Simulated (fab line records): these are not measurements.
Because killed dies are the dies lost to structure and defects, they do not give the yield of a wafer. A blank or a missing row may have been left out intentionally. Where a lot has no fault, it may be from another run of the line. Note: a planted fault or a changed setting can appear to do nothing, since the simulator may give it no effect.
Which tool did it?	flow berkeley_cmos170	7 lots with 21 wafers sampled at 2 steps, on a route of 331 steps

WHAT EACH GAUGE READ, for each wafer
UCB170_NWELL_THK_MEAS_05.
lot	measured	on	NWELL_NITRIDE_THK (nm)
L646	day 2 09:58	film_metro-02	222.3 223.9 222.2
L648	day 2 21:16	film_metro-02	225.1 224.6 224.1
L651	day 3 17:18	film_metro-01	234.9 234.5 233.2
L653	day 4 02:45	film_metro-04	225.5 226.7 228.2
L664	day 6 08:25	film_metro-02	230.4 227.1 229.2
L666	day 6 11:01	film_metro-04	230.5 230.7 230.8
L668	day 6 22:05	film_metro-04	223.4 223.3 225.1

TOOL THAT RAN EACH LOT (tool first, then ch and the chambers of the sampled wafers, then the start)
lot	UCB170_NWELL_CVD_04
L646	lpcvd-01 ch 1, day 2 08:01
L648	lpcvd-01 ch 1, day 2 19:20
L651	lpcvd-02 ch 0, day 3 15:21
L653	lpcvd-01 ch 1, day 3 23:50
L664	lpcvd-02 ch 1, day 6 06:28
L666	lpcvd-02 ch 1, day 6 09:04
L668	lpcvd-02 ch 0, day 6 20:06
- UCB170_NWELL_CVD_04: deposits Si3N4 from SiH2Cl2/NH3, target thk 224 nm, time 3360 s.

THE ANSWER, worked out from the rows above alone
Rule: usual is defined by the lots themselves. The widest of any qualifying gaps counts: lots, ordered by their means at a reading, are off when they make up no more than a third of the lots, leave a main group of 4 or more, and stand apart from it by 3 or more times the standard deviation of that group's means. A main group whose means are all the same, to the digits that the tables above print for the reading, isn't used. Also off: a lot with no number at a reading for which 4 or more lots have one. Where the step has rows for the other lots, those lots are counted as sound.
No lot is off at any reading shown: from this, nothing can be told.

WHAT THE SIMULATOR HAD PUT IN
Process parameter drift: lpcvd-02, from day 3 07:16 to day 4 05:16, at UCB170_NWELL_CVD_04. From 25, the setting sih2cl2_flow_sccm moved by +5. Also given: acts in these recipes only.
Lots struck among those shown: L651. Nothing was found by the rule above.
